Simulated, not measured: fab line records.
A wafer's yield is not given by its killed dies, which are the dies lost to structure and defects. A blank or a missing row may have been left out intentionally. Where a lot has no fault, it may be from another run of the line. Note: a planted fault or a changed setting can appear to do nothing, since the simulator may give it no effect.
fab line records + flow berkeley_cmos170
record
- lots=6
- wafers=18
- last_day=14
route steps=331 shown WELLDRIVE@56 ACTIVE@60
lots with no fault: from the same line, run without faults
start_h: hours from the record's first day to the start of the lot's first wafer shown + wait_h: hours since the lot's step before + " identical to the entry in the row above + L1.1+2: a single row standing in for several wafers + - no value present, or no start provided + * or withheld: withheld + < > ~ a bound
route shown NAME@n: a module of which the file shows steps, and the number in the route of the first + usual: mean and standard deviation over wafers with no fault + same: alike in all rows + chamber/n: place in a boat + sites: per-site readings + _std_site: standard deviation across them + _edge_site: inner sites' mean taken away from outer sites' mean + radius_mm: for every site, how far away it sits from the centre of the wafer + mask NAME#n: copy n + behind: tool/chamber where the wafer was last shaped + hold: cause of the lot's hold/its duration in hours/its outcome + device: whichever transistor did not switch (one of n, p or np) + end of line: the tests these same wafers got at the end of their route + a step without rows: its recipe alone + killed: dies that structure and defects cost at the first sort, which is not the same as the wafer's yield + map: per-die view of a wafer (x killed, . not killed, _ where there is no die)
set.NAME: setting as actually run; set.NAME@STEP: the setting as run at that earlier step + model.NAME: the simulator's own value behind a step, which no gauge read
certain route steps with their lots: each step a table, each wafer a row
services: a tool's chamber out of use, with start hour (start_h, from the record's first day; less than 0 if before it), hours out, and reason
## steps
# step UCB170_WELLDRIVE_OXIDATION_01
# recipe
- temp_c=1100
- ambient=O2
- target_thk_a=1990
- ox_time_s=9000
# step UCB170_WELLDRIVE_THK_MEAS_02
# recipe
- reads=SiO2_of_WELLDRIVE_OXIDATION_01
# usual
- WELLDRIVE_OXIDE_THK=199/4.3
| lot.wafer | tool          | chamber | start_h | wait_h | WELLDRIVE_OXIDE_THK[nm] |
|-----------|---------------|---------|---------|--------|-------------------------|
| L293.3    | film_metro-02 | -       | 84.68   | 0.0    | 188                     |
| L293.4    | "             | -       | "       | "      | 189                     |
| L293.6    | "             | -       | "       | "      | 187                     |
| L295.1    | film_metro-03 | -       | 102.94  | 0.0    | 195                     |
| L295.2    | "             | -       | "       | "      | 197                     |
| L295.3    | "             | -       | "       | "      | 194                     |
| L297.2    | film_metro-04 | -       | 116.04  | 0.0    | 198                     |
| L297.3    | "             | -       | "       | "      | 195                     |
| L297.4    | "             | -       | "       | "      | 196                     |
| L298.2    | film_metro-03 | -       | 116.04  | 0.0    | 202                     |
| L298.4    | "             | -       | "       | "      | 201                     |
| L298.5    | "             | -       | "       | "      | 201                     |
| L310.1    | film_metro-04 | -       | 196.12  | 0.0    | 191                     |
| L310.3    | "             | -       | "       | "      | 195                     |
| L310.5    | "             | -       | "       | "      | 193                     |
| L311.1    | film_metro-03 | -       | 206.92  | 0.0    | 197                     |
| L311.2    | "             | -       | "       | "      | 203                     |
| L311.4    | "             | -       | "       | "      | 198                     |
# step UCB170_WELLDRIVE_ANNEAL_03
# recipe
- temp_c=1100
- time_s=900
- ambient=N2
# step UCB170_WELLDRIVE_WET_ETCH_04
# recipe
- chemistry=BOE
- dilution=5:1
- target=SiO2
- temp_c=25
- time_s=120
# step UCB170_ACTIVE_CLEAN_00
# recipe
- chemistry=SPM
- temp_c=120
- time_s=600
# step UCB170_ACTIVE_CLEAN_01
# recipe
- chemistry=dHF
- dilution=25:1
- time_s=60
# step UCB170_ACTIVE_OXIDATION_02
# recipe
- temp_c=1000
- ambient=O2
- target_thk_a=264
- ox_time_s=1260
# step UCB170_ACTIVE_THK_MEAS_03
# recipe
- reads=SiO2_of_ACTIVE_OXIDATION_02
# usual
- ACTIVE_OXIDE_THK=26.2/0.66
| lot.wafer | tool          | chamber | start_h | wait_h | ACTIVE_OXIDE_THK[nm] |
|-----------|---------------|---------|---------|--------|----------------------|
| L293.3    | film_metro-03 | -       | 98.34   | 0.0    | 25.8                 |
| L293.4    | "             | -       | "       | "      | 26.3                 |
| L293.6    | "             | -       | "       | "      | 26.1                 |
| L295.1    | film_metro-01 | -       | 115.49  | 0.0    | 25.3                 |
| L295.2    | "             | -       | "       | "      | 25.4                 |
| L295.3    | "             | -       | "       | "      | 25.4                 |
| L297.2    | film_metro-01 | -       | 131.79  | 0.0    | 26.0                 |
| L297.3    | "             | -       | "       | "      | 26.8                 |
| L297.4    | "             | -       | "       | "      | 26.9                 |
| L298.2    | film_metro-03 | -       | 131.79  | 0.0    | 27.0                 |
| L298.4    | "             | -       | "       | "      | 27.2                 |
| L298.5    | "             | -       | "       | "      | 27.2                 |
| L310.1    | film_metro-02 | -       | 212.70  | 0.1    | 26.9                 |
| L310.3    | "             | -       | "       | "      | 26.7                 |
| L310.5    | "             | -       | "       | "      | 27.3                 |
| L311.1    | film_metro-02 | -       | 227.17  | 0.0    | 26.6                 |
| L311.2    | "             | -       | "       | "      | 26.4                 |
| L311.4    | "             | -       | "       | "      | 26.1                 |
# step UCB170_ACTIVE_ANNEAL_04
# recipe
- temp_c=1000
- time_s=900
- ambient=N2
# step UCB170_ACTIVE_CVD_05
# recipe
- material=Si3N4
- target_thk_nm=220
- temp_c=800
- precursor=SiH2Cl2/NH3
- time_s=3300
- pressure_mtorr=200
- sih2cl2_flow_sccm=25
- nh3_flow_sccm=75
# step UCB170_ACTIVE_THK_MEAS_06
# recipe
- reads=Si3N4_of_ACTIVE_CVD_05
# usual
- ACTIVE_NITRIDE_THK=220.0/1.8
| lot.wafer | tool          | chamber | start_h | wait_h | ACTIVE_NITRIDE_THK[nm] |
|-----------|---------------|---------|---------|--------|------------------------|
| L293.3    | film_metro-03 | -       | 106.15  | 0.1    | 219.4                  |
| L293.4    | "             | -       | "       | "      | 220.1                  |
| L293.6    | "             | -       | "       | "      | 219.3                  |
| L295.1    | film_metro-02 | -       | 123.76  | 0.0    | 219.5                  |
| L295.2    | "             | -       | "       | "      | 219.3                  |
| L295.3    | "             | -       | "       | "      | 218.6                  |
| L298.2    | film_metro-02 | -       | 146.16  | 0.0    | 220.7                  |
| L298.4    | "             | -       | "       | "      | 218.4                  |
| L298.5    | "             | -       | "       | "      | 219.1                  |
| L297.2    | film_metro-03 | -       | 146.17  | 0.0    | 223.7                  |
| L297.3    | "             | -       | "       | "      | 225.0                  |
| L297.4    | "             | -       | "       | "      | 223.8                  |
| L310.1    | film_metro-01 | -       | 223.23  | 0.0    | 220.8                  |
| L310.3    | "             | -       | "       | "      | 219.9                  |
| L310.5    | "             | -       | "       | "      | 219.4                  |
| L311.1    | film_metro-01 | -       | 239.95  | 0.0    | 222.9                  |
| L311.2    | "             | -       | "       | "      | 222.7                  |
| L311.4    | "             | -       | "       | "      | 222.1                  |
# step UCB170_ACTIVE_HMDS_07
# recipe
- prime_time_s=60
- prime_temp_c=100
# step UCB170_ACTIVE_COAT_08
# recipe
- resist=KrF
- spin_rpm=1500
- resist_thk_nm=900
# usual
- resist_line_temp_C=22.99/0.1
| lot.wafer | tool           | chamber | start_h | wait_h | resist_line_temp_C | model.KrF_of_ACTIVE_COAT_08.thk_nm |
|-----------|----------------|---------|---------|--------|--------------------|------------------------------------|
| L293.3    | litho_track-04 | 0       | 106.83  | 0.1    | 23.11              | 903.5                              |
| L293.4    | "              | 0       | "       | "      | 23.15              | 902.7                              |
| L293.6    | "              | 0       | "       | "      | 23.04              | 903.8                              |
| L295.1    | litho_track-02 | 0       | 124.25  | 0.1    | 23.00              | 899.6                              |
| L295.2    | "              | 0       | "       | "      | 22.93              | 900.5                              |
| L295.3    | "              | 0       | "       | "      | 22.85              | 898.1                              |
| L298.2    | litho_track-01 | 0       | 146.38  | 0.1    | 22.92              | 900.7                              |
| L298.4    | "              | 0       | "       | "      | 23.10              | 900.6                              |
| L298.5    | "              | 0       | "       | "      | 22.94              | 898.9                              |
| L297.2    | litho_track-02 | 0       | 146.39  | 0.1    | 23.18              | 898.1                              |
| L297.3    | "              | 0       | "       | "      | 22.97              | 897.7                              |
| L297.4    | "              | 0       | "       | "      | 22.98              | 897.3                              |
| L310.1    | litho_track-02 | 0       | 223.44  | 0.1    | 23.08              | 431.2                              |
| L310.3    | "              | 0       | "       | "      | 23.03              | 430.6                              |
| L310.5    | "              | 0       | "       | "      | 23.10              | 431.5                              |
| L311.1    | litho_track-02 | 0       | 240.16  | 0.1    | 23.05              | 433.1                              |
| L311.2    | "              | 0       | "       | "      | 22.99              | 434.3                              |
| L311.4    | "              | 0       | "       | "      | 23.02              | 432.9                              |
# step UCB170_ACTIVE_SOFTBAKE_09
# recipe
- resist=KrF
- temp_c=130
- time_s=60
# step UCB170_ACTIVE_EXPOSE_10
# recipe
- mask_id=ACTIVE
- target_cd_nm=1200
- na=0.5
- sigma_outer=0.6
- source_shape=conventional
- dose_mj=20
# step UCB170_ACTIVE_PEB_11
# recipe
- peb_temp_c=130
- peb_time_s=withheld
- resist=KrF
# step UCB170_ACTIVE_DEVELOP_12
# recipe
- developer=TMAH
- develop_time_s=45
- resist=KrF
- dev_temp_c=21
# step UCB170_ACTIVE_CD_MEAS_13
# recipe
- target_cd_nm=1200
# usual
- cd_nm=1199.5/1.5
| lot.wafer | tool      | chamber | start_h | wait_h | hold                     | cd_nm  |
|-----------|-----------|---------|---------|--------|--------------------------|--------|
| L293.3    | cd_sem-02 | -       | 108.11  | -      | -                        | 1200.2 |
| L293.4    | "         | -       | "       | "      | -                        | 1200.4 |
| L293.6    | "         | -       | "       | "      | -                        | 1200.7 |
| L295.1    | cd_sem-02 | -       | 125.08  | -      | -                        | 1197.6 |
| L295.2    | "         | -       | "       | "      | -                        | 1197.1 |
| L295.3    | "         | -       | "       | "      | -                        | 1198.8 |
| L298.2    | cd_sem-01 | -       | 147.19  | -      | -                        | 1199.6 |
| L298.4    | "         | -       | "       | "      | -                        | 1200.2 |
| L298.5    | "         | -       | "       | "      | -                        | 1199.7 |
| L297.2    | cd_sem-01 | -       | 147.31  | -      | -                        | 1197.0 |
| L297.3    | "         | -       | "       | "      | -                        | 1197.9 |
| L297.4    | "         | -       | "       | "      | -                        | 1197.8 |
| L310.1    | cd_sem-02 | -       | 224.79  | -      | await_dispo/0.2h/release | 1168.8 |
| L310.3    | "         | -       | "       | "      | await_dispo/0.2h/release | 1169.6 |
| L310.5    | "         | -       | "       | "      | await_dispo/0.2h/release | 1167.2 |
| L310.1    | cd_sem-02 | -       | 225.07  | 0.3    | -                        | 1168.5 |
| L310.3    | "         | -       | "       | "      | -                        | 1169.7 |
| L310.5    | "         | -       | "       | "      | -                        | 1167.1 |
| L311.1    | cd_sem-01 | -       | 241.22  | -      | await_dispo/0.2h/release | 1176.0 |
| L311.2    | "         | -       | "       | "      | await_dispo/0.2h/release | 1176.2 |
| L311.4    | "         | -       | "       | "      | await_dispo/0.2h/release | 1175.1 |
| L311.1    | cd_sem-01 | -       | 241.70  | 0.5    | -                        | 1176.1 |
| L311.2    | "         | -       | "       | "      | -                        | 1176.2 |
| L311.4    | "         | -       | "       | "      | -                        | 1175.4 |
# step UCB170_ACTIVE_OVL_MEAS_14
# usual
- ACTIVE_OVL=-3/5
| lot.wafer | tool       | chamber | start_h | wait_h | hold                     | ACTIVE_OVL[nm] |
|-----------|------------|---------|---------|--------|--------------------------|----------------|
| L293.3    | overlay-02 | -       | 108.20  | 0.1    | -                        | 2              |
| L293.4    | "          | -       | "       | "      | -                        | -5             |
| L293.6    | "          | -       | "       | "      | -                        | 0              |
| L295.1    | overlay-02 | -       | 125.20  | 0.1    | -                        | 3              |
| L295.2    | "          | -       | "       | "      | -                        | -3             |
| L295.3    | "          | -       | "       | "      | -                        | 3              |
| L298.2    | overlay-01 | -       | 147.30  | 0.1    | -                        | -4             |
| L298.4    | "          | -       | "       | "      | -                        | -5             |
| L298.5    | "          | -       | "       | "      | -                        | -7             |
| L297.2    | overlay-02 | -       | 147.42  | 0.1    | -                        | -11            |
| L297.3    | "          | -       | "       | "      | -                        | -2             |
| L297.4    | "          | -       | "       | "      | -                        | -4             |
| L310.1    | overlay-02 | -       | 233.22  | 8.1    | await_dispo/8.0h/release | -10            |
| L310.3    | "          | -       | "       | "      | await_dispo/8.0h/release | -10            |
| L310.5    | "          | -       | "       | "      | await_dispo/8.0h/release | -5             |
| L311.1    | overlay-02 | -       | 244.93  | 3.2    | await_dispo/3.1h/release | -2             |
| L311.2    | "          | -       | "       | "      | await_dispo/3.1h/release | -5             |
| L311.4    | "          | -       | "       | "      | await_dispo/3.1h/release | -7             |
# step UCB170_ACTIVE_ETCH_15
# recipe
- chemistry=CH3F/Ar/O2
- target=Si3N4
- stop_on=SiO2
- CH3F_flow_sccm=20
- Ar_flow_sccm=50
- O2_flow_sccm=7
- pressure_mtorr=50
- rf_w=450
- target_depth_a=2420
- over_etch_frac=0.1
- time_s=151
# usual
- drypump_motor_current_A=5.6/0.45
- oes_product_au=0.941/0.014
- throttle_valve_pct=8.07/0.087
| lot.wafer | tool        | chamber | start_h | wait_h | drypump_motor_current_A | oes_product_au | rf_hours_counter_h | throttle_valve_pct | model.KrF_of_ACTIVE_COAT_08.thk_nm | model.ACTIVE.cd_nm |
|-----------|-------------|---------|---------|--------|-------------------------|----------------|--------------------|--------------------|------------------------------------|--------------------|
| L293.3    | rie_diel-04 | 3       | 108.22  | 0.0    | 6.5                     | 0.947          | 150                | 7.99               | 725.1                              | -                  |
| L293.4    | "           | 0       | "       | "      | 6.0                     | 0.949          | 36                 | 8.15               | 724.7                              | 1200               |
| L293.6    | "           | 3       | "       | "      | 6.4                     | 0.943          | -                  | 8.02               | 727.2                              | 1201               |
| L295.1    | rie_diel-01 | 1       | 125.24  | 0.0    | 5.2                     | 0.930          | 39                 | 8.00               | 727.2                              | 1197               |
| L295.2    | "           | 2       | "       | "      | 5.2                     | 0.957          | 29                 | 8.05               | 726.6                              | 1197               |
| L295.3    | "           | 3       | "       | "      | 6.0                     | 0.943          | 43                 | 8.13               | 724.6                              | 1198               |
| L298.2    | rie_diel-04 | 2       | 147.33  | 0.0    | 5.7                     | 0.942          | 12                 | 8.02               | 722.5                              | 1199               |
| L298.4    | "           | 3       | "       | "      | 6.5                     | 0.943          | 151                | 8.01               | 725.7                              | 1200               |
| L298.5    | "           | 0       | "       | "      | 6.0                     | 0.954          | -                  | 8.15               | 722.5                              | 1200               |
| L297.2    | rie_diel-02 | 0       | 147.45  | 0.0    | 5.2                     | 0.963          | 91                 | 8.00               | 718.1                              | 1197               |
| L297.3    | "           | 2       | "       | "      | 4.9                     | 0.940          | 71                 | 8.14               | 720.7                              | 1199               |
| L297.4    | "           | 1       | "       | "      | 5.4                     | 0.968          | 93                 | 7.98               | 717.8                              | 1198               |
| L310.1    | rie_diel-01 | 3       | 233.25  | 0.0    | 6.0                     | 0.952          | 47                 | 8.14               | 259                                | 1169               |
| L310.3    | "           | 0       | "       | "      | 5.7                     | 0.953          | 78                 | 7.99               | 252.7                              | 1170               |
| L310.5    | "           | 1       | "       | "      | 5.2                     | 0.933          | -                  | 8.01               | 257.9                              | 1167               |
| L311.1    | rie_diel-01 | 2       | 244.97  | 0.0    | 5.2                     | 0.964          | 33                 | 8.07               | 261.6                              | 1176               |
| L311.2    | "           | 1       | "       | "      | 5.2                     | 0.936          | 44                 | 8.01               | 262.6                              | 1176               |
| L311.4    | "           | 0       | "       | "      | 5.7                     | 0.949          | 79                 | 8.00               | 256.5                              | 1176               |
# step UCB170_ACTIVE_STRIP_16
# recipe
- chemistry=O2
- power_w=400
- pressure_mtorr=3500
- platen_temp_c=withheld
- o2_flow_sccm=400
- overash_fraction=0.5
# usual
- drypump_motor_current_A=5.8/0.34
- oes_product_au=0.721/0.0039
- strip_time_to_endpoint_s=18.08/0.093
| lot.wafer | tool            | chamber | start_h | wait_h | drypump_motor_current_A | oes_product_au | rf_hours_counter_h | strip_time_to_endpoint_s |
|-----------|-----------------|---------|---------|--------|-------------------------|----------------|--------------------|--------------------------|
| L293.3    | plasma_asher-01 | 1       | 108.36  | 0.1    | 5.8                     | 0.725          | -                  | 18.09                    |
| L293.4    | "               | 0       | "       | "      | 5.4                     | 0.730          | -                  | 18.10                    |
| L293.6    | "               | 0       | "       | "      | 5.4                     | 0.722          | -                  | 18.15                    |
| L295.1    | plasma_asher-02 | 0       | 125.34  | 0.1    | 5.9                     | 0.722          | 38                 | 18.14                    |
| L295.2    | "               | 1       | "       | "      | 5.6                     | 0.719          | 38                 | 18.13                    |
| L295.3    | "               | 1       | "       | "      | 5.6                     | 0.721          | -                  | 18.08                    |
| L298.2    | plasma_asher-02 | 0       | 147.43  | 0.1    | 5.9                     | 0.721          | 40                 | 18.05                    |
| L298.4    | "               | 1       | "       | "      | 5.6                     | 0.713          | -                  | 18.11                    |
| L298.5    | "               | 1       | "       | "      | 5.6                     | 0.718          | -                  | 18.05                    |
| L297.2    | plasma_asher-01 | 1       | 147.55  | 0.1    | 5.7                     | 0.718          | 35                 | 17.93                    |
| L297.3    | "               | 0       | "       | "      | 5.4                     | 0.715          | -                  | 17.99                    |
| L297.4    | "               | 1       | "       | "      | 5.7                     | 0.723          | -                  | 17.91                    |
| L310.1    | plasma_asher-02 | 1       | 235.25  | 1.9    | 5.6                     | 0.518          | 45                 | 7.10                     |
| L310.3    | "               | 1       | "       | "      | 5.6                     | 0.511          | -                  | 6.95                     |
| L310.5    | "               | 1       | "       | "      | 5.6                     | 0.518          | -                  | 7.07                     |
| L311.1    | plasma_asher-03 | 1       | 245.07  | 0.1    | 6.5                     | 0.522          | 12                 | 7.17                     |
| L311.2    | "               | 0       | "       | "      | 5.6                     | 0.525          | 12                 | 7.20                     |
| L311.4    | "               | 0       | "       | "      | 5.6                     | 0.517          | -                  | 7.06                     |
# step UCB170_ACTIVE_CD_MEAS_90
# recipe
- target_cd_nm=1200
# usual
- cd_nm=1199.5/1.5
| lot.wafer | tool      | chamber | start_h | wait_h | hold                     | cd_nm  |
|-----------|-----------|---------|---------|--------|--------------------------|--------|
| L293.3    | cd_sem-02 | -       | 108.58  | 0.2    | -                        | 1200.1 |
| L293.4    | "         | -       | "       | "      | -                        | 1200.0 |
| L293.6    | "         | -       | "       | "      | -                        | 1200.8 |
| L295.1    | cd_sem-02 | -       | 125.44  | 0.1    | -                        | 1197.4 |
| L295.2    | "         | -       | "       | "      | -                        | 1197.2 |
| L295.3    | "         | -       | "       | "      | -                        | 1198.4 |
| L298.2    | cd_sem-01 | -       | 147.55  | 0.1    | -                        | 1199.7 |
| L298.4    | "         | -       | "       | "      | -                        | 1199.9 |
| L298.5    | "         | -       | "       | "      | -                        | 1199.8 |
| L297.2    | cd_sem-02 | -       | 147.67  | 0.1    | -                        | 1197.2 |
| L297.3    | "         | -       | "       | "      | -                        | 1198.5 |
| L297.4    | "         | -       | "       | "      | -                        | 1197.9 |
| L310.1    | cd_sem-01 | -       | 235.35  | 0.1    | await_dispo/0.2h/release | 1168.8 |
| L310.3    | "         | -       | "       | "      | await_dispo/0.2h/release | 1169.8 |
| L310.5    | "         | -       | "       | "      | await_dispo/0.2h/release | 1167.3 |
| L310.1    | cd_sem-01 | -       | 235.66  | 0.3    | -                        | 1168.6 |
| L310.3    | "         | -       | "       | "      | -                        | 1170.1 |
| L310.5    | "         | -       | "       | "      | -                        | 1167.0 |
| L311.1    | cd_sem-01 | -       | 245.18  | 0.1    | await_dispo/0.2h/release | 1176.0 |
| L311.2    | "         | -       | "       | "      | await_dispo/0.2h/release | 1176.6 |
| L311.4    | "         | -       | "       | "      | await_dispo/0.2h/release | 1175.5 |
| L311.1    | cd_sem-01 | -       | 245.46  | 0.3    | -                        | 1176.2 |
| L311.2    | "         | -       | "       | "      | -                        | 1176.4 |
| L311.4    | "         | -       | "       | "      | -                        | 1175.6 |
## services
| tool            | chamber | start_h | hours | kind           |
|-----------------|---------|---------|-------|----------------|
| plasma_asher-03 | -       | 108.75  | 9.0   | pm             |
| plasma_asher-03 | 0       | 108.75  | 9.0   | vent_cycle     |
| plasma_asher-03 | 1       | 108.75  | 9.0   | vent_cycle     |
| plasma_asher-03 | 0       | 117.75  | -     | clean          |
| plasma_asher-03 | 1       | 117.75  | -     | clean          |
| plasma_asher-02 | -       | 148.37  | 3.1   | repair         |
| rie_diel-04     | 3       | 149.71  | -     | clean          |
| rie_diel-04     | 3       | 149.71  | 28.3  | scheduled_down |
| rie_diel-04     | 3       | 149.71  | 28.3  | vent_cycle     |
| rie_diel-04     | -       | 156.94  | 1.5   | repair         |
| rie_diel-02     | 2       | 159.26  | 2.9   | repair         |
| plasma_asher-01 | -       | 162.75  | 2.8   | pm             |
| plasma_asher-01 | -       | 193.64  | 109.0 | repair         |
| rie_diel-04     | 2       | 197.14  | 20.8  | repair         |
| rie_diel-02     | -       | 206.82  | 14.6  | pm             |
| rie_diel-04     | 3       | 218.97  | 2.4   | repair         |
| plasma_asher-02 | -       | 231.04  | 4.2   | repair         |
## key
first_sign
- step=UCB170_ACTIVE_CD_MEAS_13
- reading=visit
- direction=added
- through=control_loop
effect
- step=UCB170_ACTIVE_CD_MEAS_13
- reading=cd_nm
- direction=down
- sigmas=18
- usual=1199.5
- struck=1172.1
- through=control_loop
effect
- step=UCB170_ACTIVE_STRIP_16
- reading=strip_time_to_endpoint_s
- direction=down
- sigmas=99+
- usual=*
- struck=*
- through=*
effect
- step=UCB170_ACTIVE_CD_MEAS_90
- reading=visit
- direction=added
- through=control_loop
effect
- step=UCB170_ACTIVE_CD_MEAS_90
- reading=cd_nm
- direction=down
- sigmas=18
- usual=1199.5
- struck=1172.3
- through=control_loop
model_effect
- step=UCB170_ACTIVE_COAT_08
- value=KrF_of_ACTIVE_COAT_08.thk_nm
- without=900.5
- struck=432.2
model_effect
- step=UCB170_ACTIVE_ETCH_15
- value=KrF_of_ACTIVE_COAT_08.thk_nm
- without=726.4
- struck=258.4
met_at UCB170_ACTIVE_COAT_08
struck_wafers L310.1,L310.3,L310.5,L311.1,L311.2,L311.4
sort_left_out L310.1,L310.3,L310.5,L311.1,L311.2,L311.4
tester_left_out L310,L311
loop_trim
- step=UCB170_ACTIVE_EXPOSE_10
- setting=dose
- lots=L311
onset_between 146.39 223.44
also_fits time
fault
- kind=process_parameter_drift
- tool=litho_track-02
- chamber=-
- onset_h=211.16
- steps=UCB170_ACTIVE_COAT_08
- channel=resist_thk_nm
- offset=*
- shape=step
- end_h=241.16
- acts_in=*
- stated=*
# tester_left_out: of these lots the tester's yield and bins aren't shown, on N5 and GAA mostly nor the transistor test; their killed dies are dies lost to structure and defects alone, not to doping, threshold or leakage, so they don't give the yield
# sort_left_out: the simulated sort isn't trusted on such a fault, so these wafers' sort isn't shown, and their yield isn't known
# loop_trim: a control loop set the setting to another value than it would have without faults
